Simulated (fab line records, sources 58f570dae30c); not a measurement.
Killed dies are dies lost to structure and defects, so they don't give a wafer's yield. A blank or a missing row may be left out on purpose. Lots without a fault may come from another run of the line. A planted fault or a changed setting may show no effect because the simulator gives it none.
Which tool did it? | flow berkeley_cmos170 | 15 lots, 45 wafers sampled, at 1 step of a route of 331

WHAT THE GAUGES READ, wafer by wafer
UCB170_START_THK_MEAS_03.
lot  | measured    | on            | START_OXIDE_THK (nm)
L200 | day 1 21:40 | film_metro-01 | 20.2 20.2 20.2
L201 | day 1 21:40 | film_metro-03 | 19.7 19.8 19.4
L202 | day 2 05:39 | film_metro-01 | 19.5 19.8 19.6
L204 | day 2 17:14 | film_metro-03 | 20.3 19.8 19.9
L205 | day 2 20:29 | film_metro-04 | 19.9 20.1 19.8
L207 | day 3 06:02 | film_metro-01 | 19.0 19.3 19.3
L211 | day 3 23:47 | film_metro-03 | 20.3 20.3 20.5
L212 | day 4 05:11 | film_metro-03 | 19.8 19.8 20.1
L213 | day 4 13:20 | film_metro-04 | 19.8 20.1 19.6
L214 | day 4 17:59 | film_metro-03 | 20.0 20.0 19.9
L216 | day 5 01:04 | film_metro-01 | 19.9 19.9 19.6
L217 | day 5 09:12 | film_metro-03 | 20.2 20.7 20.7
L219 | day 5 17:11 | film_metro-03 | 20.2 20.5 20.1
L221 | day 6 03:32 | film_metro-01 | 19.6 19.8 19.8
L222 | day 6 08:58 | film_metro-01 | 20.0 19.9 20.0

WHICH TOOL RAN EACH LOT (tool, then ch and the chambers of the sampled wafers, then the start)
The record holds no process step before these readings.

WHAT THE TOOLS THEMSELVES READ (means of the sampled wafers that have a number; where no wafer has one, the mark that the record gives instead)
The record holds no such reading with a usual standard deviation.

THE ANSWER, worked out from the rows above alone
Rule: what is usual is taken from the lots themselves. Put in order of their means at a reading, lots are off if they are a third of the lots or fewer, leave a main group of 4 or more, and stand apart from it by a gap of 3 or more times the standard deviation of the main group's means; of several such gaps the widest counts. A main group whose means are all the same, to the digits that the tables above print for the reading, isn't used. A lot without any number at a reading at which 4 lots or more have one is off too. The other lots that the step has rows for count as sound. The gauges are gone through in route order, then the tools' own readings, and for those a lot's mean is taken as printed above. The first step at which some lot is off is used, and at that step the reading that is off furthest; a lot without a number counts as furthest.
No lot is off at any reading shown: from this, nothing can be told.

WHAT THE SIMULATOR HAD PUT IN
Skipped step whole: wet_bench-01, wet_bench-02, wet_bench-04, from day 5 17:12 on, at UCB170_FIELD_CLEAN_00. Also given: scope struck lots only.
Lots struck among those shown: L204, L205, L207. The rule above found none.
